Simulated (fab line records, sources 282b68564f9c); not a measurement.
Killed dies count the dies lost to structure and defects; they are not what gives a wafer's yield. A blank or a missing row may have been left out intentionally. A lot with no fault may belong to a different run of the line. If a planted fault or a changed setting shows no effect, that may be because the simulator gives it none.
Which tool was responsible? -- flow rit-cmos -- 7 lots, 21 wafers sampled, at 4 steps of a route of 202

== WHAT THE GAUGES SHOWED, per wafer ==
RIT_SDANNEAL_RS_MEAS_04: the measuring method here is four-point-probe.
lot,measured,on,PSD_RS (ohm/sq)
L503,day 3 23:33,film-metro-04,115.90 116.00 116.07
L507,day 4 20:50,film-metro-01,115.62 115.51 116.01
L509,day 5 01:04,film-metro-02,115.50 115.31 115.53
L511,day 5 13:40,film-metro-01,115.52 115.77 115.66
L513,day 5 23:28,film-metro-04,115.89 115.74 116.20
L517,day 6 18:58,film-metro-04,113.83 113.74 113.80
L522,day 7 17:50,film-metro-04,115.81 115.55 115.63

== WHICH TOOL RAN EACH LOT (tool, then ch and the chambers of the sampled wafers, then the start) ==
lot,RIT_GATE_STRIP_20,RIT_NSD_STRIP_09,RIT_SDANNEAL_RTA_03
L503,"plasma-asher-02 ch 0,1, day 3 10:44","plasma-asher-03 ch 0,1, day 3 21:27","rtp-anneal-02 ch 0, day 3 23:29"
L507,"plasma-asher-01 ch 0,1, day 4 08:32","plasma-asher-03 ch 0,1, day 4 18:35","rtp-anneal-02 ch 0, day 4 20:47"
L509,"plasma-asher-03 ch 0,1, day 4 11:28","plasma-asher-04 ch 0,1, day 4 22:48","rtp-anneal-02 ch 0, day 5 00:59"
L511,"plasma-asher-01 ch 0,1, day 5 00:01","plasma-asher-02 ch 0,1, day 5 11:34","rtp-anneal-02 ch 0, day 5 13:36"
L513,"plasma-asher-03 ch 0,1, day 5 10:59","plasma-asher-02 ch 0,1, day 5 21:05","rtp-anneal-02 ch 0, day 5 23:24"
L517,"plasma-asher-02 ch 0,1, day 6 05:45","plasma-asher-03 ch 0,1, day 6 16:46","rtp-anneal-02 ch 0, day 6 18:55"
L522,"plasma-asher-01 ch 0, day 7 04:10","plasma-asher-04 ch 1, day 7 15:37","rtp-anneal-01 ch 0, day 7 17:46"
- RIT_GATE_STRIP_20: strips in O2, time 180 s.
- RIT_NSD_STRIP_09: strips in O2, time 180 s.
- RIT_SDANNEAL_RTA_03: time 5 s.

== THE ANSWER, worked out from the rows above alone ==
Rule: the usual values come from the lots themselves. Put in order of their means at a reading, lots are off if they are a third of the lots or fewer, leave a main group of 4 or more, and stand apart from it by a gap of 3 or more times the standard deviation of the main group's means; of several such gaps the widest counts. A main group is skipped when, at the precision printed for the reading in the tables above, its means are all equal. A lot without any number at a reading at which 4 lots or more have one is off too. Where the step has rows for the other lots, those lots are counted as sound.
Off: L517, seen at RIT_SDANNEAL_RS_MEAS_04 (PSD_RS). Mean 115.73 ohm/sq and standard deviation 0.18 in the main group.
A tool fits if, at a process step before that reading, it ran every lot that is off, and no sound lot after the first of them. Gauges at RIT_SDANNEAL_RS_MEAS_04: tried the same way as those tools. Can't be told from this: 3 tools fit, plasma-asher-02 at RIT_GATE_STRIP_20, plasma-asher-03 at RIT_NSD_STRIP_09, rtp-anneal-02 at RIT_SDANNEAL_RTA_03.

== WHAT THE SIMULATOR HAD PUT IN ==
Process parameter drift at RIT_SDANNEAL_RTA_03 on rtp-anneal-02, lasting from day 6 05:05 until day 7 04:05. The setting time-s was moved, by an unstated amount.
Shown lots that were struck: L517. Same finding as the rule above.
